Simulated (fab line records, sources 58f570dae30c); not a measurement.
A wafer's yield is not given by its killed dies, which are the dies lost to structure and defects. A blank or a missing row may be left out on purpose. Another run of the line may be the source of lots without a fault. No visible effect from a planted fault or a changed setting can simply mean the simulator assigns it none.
8D (eight disciplines) problem report, filled in by code / flow berkeleyCmos170 / the parts of the form that need people (team, actions taken, sign-off) are left out

1. WHAT WENT WRONG
Mean of spinSpeedRpm at UCB170_M1_COAT_04: 1757.3 rpm across 6 wafers in 2 lots; on wafers with no fault it is 1500.0 rpm (standard deviation 1). That is +99 or more standard deviations from the usual mean.
The step: resist thk 900 nm.
Seen first at day 7 15:00 on lithoTrack-03, wafer L752.3. Wafers with a number at this step in the record: 42, from 14 lots. Rule for "out" (also "out of limits"): further than 4 standard deviations from the usual mean. All remaining wafers that have a number are taken as sound.

2. WHAT IT IS AND WHAT IT IS NOT
question=which readings at this step | is=spinSpeedRpm | is not=-
question=which lots | is=L752, L754 | is not=L750, L751, L753, L755, L763, L766, L767, L768, L770, L771, L772, L773
question=which wafers of those lots | is=all that have a number | is not=-
question=read on which tools | is=lithoTrack-03 | is not=lithoTrack-01, lithoTrack-02
question=when | is=from day 7 15:00 | is not=up to then (9 sound wafers); but 27 sound wafers of L755, L763, L766, L767, L768, L770, L771, L772, L773 came after

3. WHAT RULES OUT EACH SUSPECT
Counting: a tool at a process step up to the reading stays a suspect if it ran every lot that is out and no sound lot after the first of them.
- lithoTrack-03 at UCB170_M1_COAT_04 (resist thk 900 nm): kept. It ran every lot that is out, first L752 (day 7 15:00), and no sound lot after that; its last sound lot up to then is L753 (day 7 14:00). Out on those wafers are its own readings of spinSpeedRpm.
Remaining after the count: lithoTrack-03 at UCB170_M1_COAT_04.

4. THE CAUSE (what the simulator had put in)
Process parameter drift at UCB170_M1_COAT_04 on lithoTrack-03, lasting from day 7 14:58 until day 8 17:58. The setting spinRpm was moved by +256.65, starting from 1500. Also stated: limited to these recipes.
After counting, this tool was the only one left.

5. SEQUENCE OF EFFECTS, ordered by route
Each row: a reading where the mean over the struck wafers with a number is more than 3 standard deviations away from the usual. Only readings whose record carries a usual standard deviation are examined. hours: median over the lots of the time between each lot's start at the first step of this table that gives one and its start at this step. sigmas: the change, counted in usual standard deviations.
hours=0; step=UCB170_M1_COAT_04; reading=spinSpeedRpm; usual=1500.0 rpm; on struck wafers=1757.3; change=+257.3; sigmas=+99 or more
The process steps in it:
- UCB170_M1_COAT_04: resist thk 900 nm.

6. HOW IT WOULD HAVE BEEN CAUGHT EARLIER
In this record no reading fell out of limits until day 7 15:00, 0 hours after the fault had begun at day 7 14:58.
